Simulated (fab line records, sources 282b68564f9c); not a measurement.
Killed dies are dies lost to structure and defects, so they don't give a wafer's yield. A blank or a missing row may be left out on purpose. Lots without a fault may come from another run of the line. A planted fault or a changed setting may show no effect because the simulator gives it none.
fab line records | flow rit_cmos
record lots=14 wafers=42 last_day=8
route steps=202 shown ACTIVE@16 NWELL@38 PLDD@120 PSD@150 M1@202
lots that met no fault: from a run of the same line without faults
start_h: hours from the record's first day to the start of the lot's first wafer shown | wait_h: hours since the lot's step before | " the same as in the row above | L1.1+2: a row that stands for several wafers | - no value, or no start given | * or withheld: withheld | < > ~ a bound
route shown NAME@n: a module of which the file shows steps, and the number in the route of the first | usual: mean/standard deviation of fault-free wafers | same: alike in all rows | chamber/n: place in a boat | sites: the reading at each site | _std_site: their standard deviation | _edge_site: outer sites' mean less inner sites' | radius_mm: how far each site lies from the wafer's centre | mask NAME#n: copy n | behind: the tool/chamber that last shaped the wafer | hold: why the lot was held/for how many hours/how that ended | device: the transistor (n, p or np) that didn't switch | end of line: the same wafers' tests at the end of the route | a step without rows: its recipe alone | killed: dies lost to structure and defects at the first sort, not the wafer's yield | map: a wafer's dies, x killed, . not, _ none there
set.NAME: the setting as run; set.NAME@STEP: as run at that earlier step | model.NAME: the simulator's own value behind a step, which no gauge read
steps of the route over a sample of lots; a table a step, a row a wafer
services: from which hour (start_h, from the record's first day; less than 0 if before it) a tool's chamber was out of use, for how many hours, and why
## steps
# step RIT_ACTIVE_CD_MEAS_90
# recipe target_cd_nm=1400
# usual cd_nm=1399.8/2.7
# columns lot.wafer tool chamber start_h wait_h cd_nm
L732.1 cd_sem-01 - 15.49 0.1 1402.6
L732.3 " - " " 1402.7
L732.4 " - " " 1402.3
L734.2 cd_sem-02 - 25.29 0.1 1400.2
L734.3 " - " " 1397.4
L734.6 " - " " 1399.2
L735.1 cd_sem-01 - 30.87 0.1 1400.9
L735.2 " - " " 1402.9
L735.6 " - " " 1400.4
L736.1 cd_sem-01 - 35.85 0.1 1392.0
L736.4 " - " " 1392.5
L736.6 " - " " 1394.7
L737.1 cd_sem-01 - 41.83 0.1 1399.5
L737.2 " - " " 1399.0
L737.5 " - " " 1399.7
L738.1 cd_sem-02 - 46.10 0.1 1402.0
L738.2 " - " " 1399.9
L738.6 " - " " 1402.7
L740.1 cd_sem-02 - 55.14 0.1 1395.2
L740.3 " - " " 1395.9
L740.4 " - " " 1396.5
L741.3 cd_sem-02 - 61.39 0.1 1398.1
L741.4 " - " " 1396.2
L741.6 " - " " 1399.1
L742.3 cd_sem-02 - 66.17 0.1 1392.1
L742.5 " - " " 1393.9
L742.6 " - " " 1393.9
L743.2 cd_sem-02 - 71.60 0.1 1396.9
L743.3 " - " " 1398.2
L743.6 " - " " 1398.6
L747.1 cd_sem-01 - 91.14 0.1 1402.6
L747.5 " - " " 1403.7
L747.6 " - " " 1401.1
L749.2 cd_sem-02 - 102.27 0.1 1401.9
L749.4 " - " " 1402.3
L749.5 " - " " 1403.5
L751.2 cd_sem-02 - 113.59 0.1 1400.3
L751.4 " - " " 1399.7
L751.5 " - " " 1399.3
L753.2 cd_sem-02 - 124.87 0.1 1404.6
L753.3 " - " " 1402.1
L753.4 " - " " 1403.1
# step RIT_NWELL_TW_MEAS_10
# usual NWELL_TW=2154/16
# columns lot.wafer tool chamber start_h wait_h NWELL_TW
L732.1 film_metro-02 - 21.21 0.1 2146
L732.3 " - " " 2138
L732.4 " - " " 2153
L734.2 film_metro-04 - 31.54 0.1 2146
L734.3 " - " " 2147
L734.6 " - " " 2140
L735.1 film_metro-02 - 38.66 0.1 2148
L735.2 " - " " 2146
L735.6 " - " " 2131
L736.1 film_metro-04 - 43.83 0.1 2158
L736.4 " - " " 2146
L736.6 " - " " 2142
L737.1 film_metro-03 - 48.58 0.1 2171
L737.2 " - " " 2153
L737.5 " - " " 2163
L738.1 film_metro-04 - 52.69 0.1 2122
L738.2 " - " " 2120
L738.6 " - " " 2114
L740.1 film_metro-02 - 61.28 0.1 2146
L740.3 " - " " 2156
L740.4 " - " " 2143
L741.3 film_metro-03 - 68.89 0.1 2156
L741.4 " - " " 2175
L741.6 " - " " 2154
L742.3 film_metro-03 - 73.63 0.1 2181
L742.5 " - " " 2173
L742.6 " - " " 2187
L743.2 film_metro-02 - 78.52 0.1 2143
L743.3 " - " " 2144
L743.6 " - " " 2137
L747.1 film_metro-02 - 96.85 0.1 2150
L747.5 " - " " 2144
L747.6 " - " " 2165
L749.2 film_metro-04 - 111.86 0.1 2131
L749.4 " - " " 2135
L749.5 " - " " 2137
L751.2 film_metro-03 - 127.72 0.1 2175
L751.4 " - " " 2180
L751.5 " - " " 2191
L753.2 film_metro-02 - 132.88 0.1 2157
L753.3 " - " " 2153
L753.4 " - " " 2152
# step RIT_PLDD_OVL_MEAS_06
# usual PLDD_OVL=0.5/1.4
# columns lot.wafer tool chamber start_h wait_h PLDD_OVL[nm]
L732.1 overlay-02 - 47.09 - 1.4
L732.3 " - " " 1.2
L732.4 " - " " 0.9
L734.2 overlay-02 - 57.14 - -1.4
L734.3 " - " " 0.4
L734.6 " - " " -2.0
L735.1 overlay-01 - 63.64 - -1.1
L735.2 " - " " -0.3
L735.6 " - " " 0.1
L736.1 overlay-01 - 70.81 - 0.9
L736.4 " - " " 1.5
L736.6 " - " " 2.9
L737.1 overlay-02 - 73.43 - 1.0
L737.2 " - " " 1.7
L737.5 " - " " 1.9
L738.1 overlay-02 - 79.25 - 0.1
L738.2 " - " " 2.1
L738.6 " - " " 1.8
L740.1 overlay-02 - 85.12 - 1.1
L740.3 " - " " -0.4
L740.4 " - " " 0.5
L741.3 overlay-02 - 94.71 - 0.1
L741.4 " - " " 0.0
L741.6 " - " " -0.1
L742.3 overlay-02 - 99.32 - 1.0
L742.5 " - " " 0.5
L742.6 " - " " 0.9
L743.2 overlay-02 - 104.66 - -0.1
L743.3 " - " " -0.4
L743.6 " - " " -0.4
L747.1 overlay-01 - 125.98 - -0.4
L747.5 " - " " -1.3
L747.6 " - " " -0.6
L749.2 overlay-01 - 141.11 - 0.8
L749.4 " - " " 1.7
L749.5 " - " " 1.5
L751.2 overlay-01 - 156.56 - 1.6
L751.4 " - " " 0.4
L751.5 " - " " 2.2
L753.2 overlay-01 - 171.08 - 2.8
L753.3 " - " " 0.6
L753.4 " - " " 1.2
# step RIT_PSD_IMPLANT_08
# recipe species=BF2 energy_kev=27 dose_cm2=5e+15 tilt_deg=7
# usual beam_on_s=14.0/0.41 dose_ions_cm2=4.999e+15/4.9e+12
# columns lot.wafer tool chamber start_h wait_h beam_on_s dose_ions_cm2
L732.1 implanter-01 0 53.23 0.1 14.1 5.002e+15
L732.3 " 0 " " 14.1 5.014e+15
L732.4 " 0 " " 14.6 5.002e+15
L734.2 implanter-03 0 63.11 0.1 13.9 4.998e+15
L734.3 " 0 " " 13.8 4.999e+15
L734.6 " 0 " " 13.2 5e+15
L735.1 implanter-04 0 69.16 0.1 13.9 4.997e+15
L735.2 " 0 " " 13.9 5.002e+15
L735.6 " 0 " " 14.5 4.997e+15
L736.1 implanter-03 0 76.68 0.1 13.5 4.998e+15
L736.4 " 0 " " 13.8 5.005e+15
L736.6 " 0 " " 13.6 4.999e+15
L737.1 implanter-03 0 79.10 0.1 13.6 4.994e+15
L737.2 " 0 " " 13.6 4.998e+15
L737.5 " 0 " " 13.7 4.994e+15
L738.1 implanter-01 0 85.06 0.1 14.6 5e+15
L738.2 " 0 " " 14.2 4.993e+15
L738.6 " 0 " " 14.6 4.991e+15
L740.1 implanter-03 0 91.26 0.1 14.2 5e+15
L740.3 " 0 " " 14.1 4.999e+15
L740.4 " 0 " " 13.6 4.986e+15
L741.3 implanter-04 0 100.52 0.1 14.4 5.007e+15
L741.4 " 0 " " 13.8 5.004e+15
L741.6 " 0 " " 13.7 4.998e+15
L742.3 implanter-01 0 105.84 0.1 14.7 5.007e+15
L742.5 " 0 " " 14.2 4.996e+15
L742.6 " 0 " " 14.8 4.996e+15
L743.2 implanter-03 0 111.16 0.1 14.1 4.996e+15
L743.3 " 0 " " 13.3 5e+15
L743.6 " 0 " " 13.2 4.991e+15
L747.1 implanter-01 0 131.87 0.1 23.6 7.996e+15
L747.5 " 0 " " 23.4 8.002e+15
L747.6 " 0 " " 23.1 8.002e+15
L749.2 implanter-04 0 147.06 0.1 13.9 5.005e+15
L749.4 " 0 " " 14.5 5.008e+15
L749.5 " 0 " " 14.2 5.006e+15
L751.2 implanter-01 0 164.83 0.1 23.0 8e+15
L751.4 " 0 " " 22.8 8.001e+15
L751.5 " 0 " " 23.6 8.001e+15
L753.2 implanter-04 0 176.77 0.1 13.9 5.001e+15
L753.3 " 0 " " 14.7 5.004e+15
L753.4 " 0 " " 14.1 4.991e+15
# step RIT_PSD_TW_MEAS_10
# usual PSD_TW=3440/36
# columns lot.wafer tool chamber start_h wait_h PSD_TW
L732.1 film_metro-03 - 53.56 0.1 3466
L732.3 " - " " 3473
L732.4 " - " " 3470
L734.2 film_metro-04 - 63.42 0.1 3416
L734.3 " - " " 3402
L734.6 " - " " 3424
L735.1 film_metro-04 - 69.49 0.1 3426
L735.2 " - " " 3407
L735.6 " - " " 3432
L736.1 film_metro-03 - 77.00 0.1 3478
L736.4 " - " " 3488
L736.6 " - " " 3482
L737.1 film_metro-04 - 79.43 0.1 3398
L737.2 " - " " 3419
L737.5 " - " " 3411
L738.1 film_metro-03 - 85.38 0.1 3473
L738.2 " - " " 3499
L738.6 " - " " 3482
L740.1 film_metro-03 - 91.59 0.1 3450
L740.3 " - " " 3470
L740.4 " - " " 3467
L741.3 film_metro-03 - 100.81 0.1 3472
L741.4 " - " " 3479
L741.6 " - " " 3466
L742.3 film_metro-03 - 106.13 0.1 3464
L742.5 " - " " 3504
L742.6 " - " " 3486
L743.2 film_metro-03 - 111.47 0.1 3470
L743.3 " - " " 3479
L743.6 " - " " 3479
L747.1 film_metro-01 - 132.19 0.1 3521
L747.5 " - " " 3526
L747.6 " - " " 3528
L749.2 film_metro-01 - 147.37 0.1 3414
L749.4 " - " " 3407
L749.5 " - " " 3421
L751.2 film_metro-03 - 165.14 0.1 3615
L751.4 " - " " 3615
L751.5 " - " " 3600
L753.2 film_metro-04 - 177.08 0.1 3414
L753.3 " - " " 3430
L753.4 " - " " 3434
# step RIT_SDANNEAL_RS_MEAS_04
# recipe thk_meas_gauge=four-point-probe
# usual PSD_RS=115.97/0.28
# columns lot.wafer tool chamber start_h wait_h PSD_RS[ohm/sq]
L732.1 film_metro-03 - 54.06 0.0 115.88
L732.3 " - " " 115.83
L732.4 " - " " 116.40
L734.2 film_metro-03 - 63.92 0.1 115.98
L734.3 " - " " 116.03
L734.6 " - " " 116.22
L735.1 film_metro-01 - 69.99 0.0 115.62
L735.2 " - " " 116.07
L735.6 " - " " 115.90
L736.1 film_metro-01 - 77.50 0.0 115.87
L736.4 " - " " 115.81
L736.6 " - " " 115.71
L737.1 film_metro-01 - 79.91 0.0 116.36
L737.2 " - " " 116.39
L737.5 " - " " 116.49
L738.1 film_metro-03 - 85.87 0.0 116.50
L738.2 " - " " 116.33
L738.6 " - " " 116.78
L740.1 film_metro-01 - 92.07 0.0 116.01
L740.3 " - " " 115.91
L740.4 " - " " 116.29
L741.3 film_metro-04 - 101.33 0.1 115.86
L741.4 " - " " 116.01
L741.6 " - " " 115.39
L742.3 film_metro-04 - 106.64 0.1 116.00
L742.5 " - " " 115.87
L742.6 " - " " 116.18
L743.2 film_metro-01 - 111.97 0.1 115.94
L743.3 " - " " 115.97
L743.6 " - " " 115.62
L747.1 film_metro-03 - 132.68 0.0 110.30
L747.5 " - " " 110.45
L747.6 " - " " 110.41
L749.2 film_metro-01 - 147.86 0.1 115.73
L749.4 " - " " 115.86
L749.5 " - " " 115.82
L751.2 film_metro-03 - 165.63 0.1 110.02
L751.4 " - " " 109.86
L751.5 " - " " 110.18
L753.2 film_metro-03 - 177.58 0.1 115.66
L753.3 " - " " 115.76
L753.4 " - " " 116.01
# step RIT_M1_PROBE_99
# usual killed_at_M0_to_M3=0.0/0.083 killed_at_contacts=0.1/0.27 killed_at_front_end=7/3.1 killed_dies=7/3.2 killed_on_rim=1.8/1.4 killed_open=3.8/2.1 killed_short=3.6/2
# same gross_dies=264 killed_at_M4_up=0 killed_at_back_side=0 killed_at_other=0
# columns lot.wafer tool chamber start_h wait_h killed_at_M0_to_M3 killed_at_contacts killed_at_front_end killed_dies killed_on_rim killed_open killed_short
L743.2 prober-02 - 119.63 0.1 0 0 7 7 0 2 5
L743.3 prober-02 - 119.68 0.2 0 0 10 10 3 8 2
L743.6 prober-02 - 119.83 0.2 0 0 7 7 1 2 5
L749.2 prober-01 - 155.13 0.1 0 0 6 6 2 2 4
L749.4 prober-01 - 155.23 0.2 0 0 11 11 4 6 5
L749.5 prober-01 - 155.28 0.2 0 0 10 10 3 4 6
L751.2 prober-02 - 173.05 0.1 0 0 8 8 1 2 6
L751.4 prober-02 - 173.15 0.2 0 0 4 4 1 2 2
L751.5 prober-02 - 173.20 0.2 0 0 11 11 3 9 2
# killed by level:class
L743.2 GATE:geometric_particle:open=2 FOX1:geometric_particle:short=1 FOX2:geometric_particle:short=1 GATE:geometric_particle:short=1 SPACER:geometric_particle:short=1 SILICIDE:geometric_particle:short=1
L743.3 GATE:geometric_particle:open=6 GATE:geometric_particle:short=1 SPACER:geometric_particle:open=1 SILICIDE:geometric_particle:short=1 SILICIDE:geometric_particle:open=1
L743.6 SPACER:geometric_particle:short=3 GATE:geometric_particle:open=2 GATE:geometric_particle:short=1 SILICIDE:geometric_particle:short=1
L749.2 GATE:geometric_particle:open=2 GATE:geometric_particle:short=1 REOX:geometric_particle:short=1 SPACER:geometric_particle:short=1 SILICIDE:geometric_particle:short=1
L749.4 GATE:geometric_particle:short=4 GATE:geometric_particle:open=2 REOX:geometric_particle:open=2 FOX1:geometric_particle:open=1 SPACER:geometric_particle:open=1 SILICIDE:geometric_particle:short=1
L749.5 GATE:geometric_particle:short=5 GATE:geometric_particle:open=2 FOX1:geometric_particle:open=1 SILICIDE:geometric_particle:short=1 SILICIDE:geometric_particle:open=1
L751.2 REOX:geometric_particle:short=3 GATE:geometric_particle:short=2 GATE:geometric_particle:open=1 REOX:geometric_particle:open=1 SPACER:geometric_particle:short=1
L751.4 GATE:geometric_particle:short=2 GATE:geometric_particle:open=1 REOX:geometric_particle:open=1
L751.5 REOX:geometric_particle:open=5 GATE:geometric_particle:open=2 REOX:geometric_particle:short=2 FOX1:geometric_particle:open=1 SILICIDE:geometric_particle:open=1
## services
# columns tool chamber start_h hours kind
implanter-01 - 88.52 3.7 pm
implanter-03 - 94.88 2.2 repair
implanter-03 - 112.20 2.0 pm
implanter-01 - 114.42 3.3 repair
implanter-03 - 122.91 56.3 pm
implanter-04 - 142.09 4.7 pm
implanter-01 - 146.74 3.3 pm
## key
first_sign step=RIT_PSD_IMPLANT_08 reading=dose_ions_cm2 direction=up sigmas=99+ usual=4.999e+15 struck=8e+15
effect step=RIT_PSD_IMPLANT_08 reading=beam_on_s direction=up sigmas=23 usual=14.0 struck=23.2
effect step=RIT_PSD_TW_MEAS_10 reading=PSD_TW direction=up sigmas=3.6 usual=3440 struck=3567
effect step=RIT_SDANNEAL_RS_MEAS_04 reading=PSD_RS direction=down sigmas=21 usual=115.97 struck=110.20
met_at RIT_PSD_IMPLANT_08
struck_lots L747,L751
tester_left_out L747,L751
not_acting_at RIT_ACTIVE_CD_MEAS_90,RIT_NWELL_TW_MEAS_10,RIT_PLDD_OVL_MEAS_06
onset_between 105.84 131.87
fault kind=process_parameter_drift tool=implanter-01 chamber=- onset_h=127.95 steps=RIT_PSD_IMPLANT_08 channel=dose_cm2 offset=3e+15 shape=step end_h=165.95 acts_in=these_recipes_only stated=5e+15
# tester_left_out: of these lots the tester's yield and bins aren't shown, on N5 and GAA mostly nor the transistor test; their killed dies are dies lost to structure and defects alone, not to doping, threshold or leakage, so they don't give the yield
